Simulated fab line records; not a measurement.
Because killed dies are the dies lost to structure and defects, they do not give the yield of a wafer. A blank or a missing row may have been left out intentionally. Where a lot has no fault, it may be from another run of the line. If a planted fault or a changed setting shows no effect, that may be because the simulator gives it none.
Chamber matching	flow berkeleyCmos170	UCB170_GATE_ETCH_15 on rieSi-01: 4 sister chambers
The step etches poly-Si in HBr/Cl2, stops on SiO2, time 56.3 s, target depth 278.2 nm. 16 wafers are shown with their chamber, then 8 later ones without.

WAFERS WITH THEIR CHAMBER
wafer	chamber	drypumpMotorCurrentA (A)	throttleValvePct (%)	oesProductAu (a.u.)
L359.1	1	5.1	26.48	0.852
L359.2	0	6.5	26.96	0.840
L359.5	2	5.9	26.28	0.843
L361.2	3	5.1	26.54	0.820
L361.3	1	5.2	26.48	0.845
L361.6	1	5.2	26.47	0.854
L365.1	1	5.2	26.48	0.853
L365.3	3	5.1	26.54	0.818
L365.5	1	5.2	26.47	0.852
L370.3	0	6.5	26.81	0.828
L370.5	0	6.5	26.82	0.822
L370.6	1	5.2	26.49	0.854
L377.3	3	5.1	26.51	0.806
L377.5	1	5.1	26.46	0.846
L377.6	0	6.5	26.82	0.834
L379.1	2	5.9	26.27	0.837

SIGNATURES, as means of the wafers listed above
reading	chamber 0	chamber 1	chamber 2	chamber 3	scatter within a chamber
drypumpMotorCurrentA	6.500	5.171	5.900	5.100	0.0345
throttleValvePct	26.8525	26.4757	26.2750	26.5300	0.0373
oesProductAu	0.83100	0.85086	0.84000	0.81467	0.00576
Rule: a wafer lies at a distance from a chamber equal to the root of the sum of squares, over the readings, of (its reading less the chamber's mean, divided by the reading's scatter). If the next closest chamber is less than 2 further off than the closest, the wafer can't be placed; otherwise it belongs to the closest. The scatter is the square root of a quotient: the sum, over the shown wafers, of each reading's squared deviation from its chamber's mean, divided by wafers minus chambers.

WAFERS WITHOUT THEIR CHAMBER
wafer	drypumpMotorCurrentA (A)	throttleValvePct (%)	oesProductAu (a.u.)
L379.2	5.1	26.52	0.829
L379.6	6.5	26.82	0.836
L381.1	5.9	26.27	0.844
L381.4	5.2	26.47	0.862
L381.5	6.5	26.82	0.837
L382.1	5.2	26.47	0.860
L382.3	6.5	26.81	0.832
L382.4	5.9	26.28	0.834

WHICH CHAMBER EACH WENT THROUGH
wafer	from the rows above	in truth
L379.2	can't be placed: 3 or 1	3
L379.6	0	0
L381.1	2	2
L381.4	1	1
L381.5	0	0
L382.1	1	1
L382.3	0	0
L382.4	2	2
Correct placement for 7 of the 8. From these rows, 1 cannot be placed; in 1 the true chamber is one of the candidates. Number placed wrongly: 0.
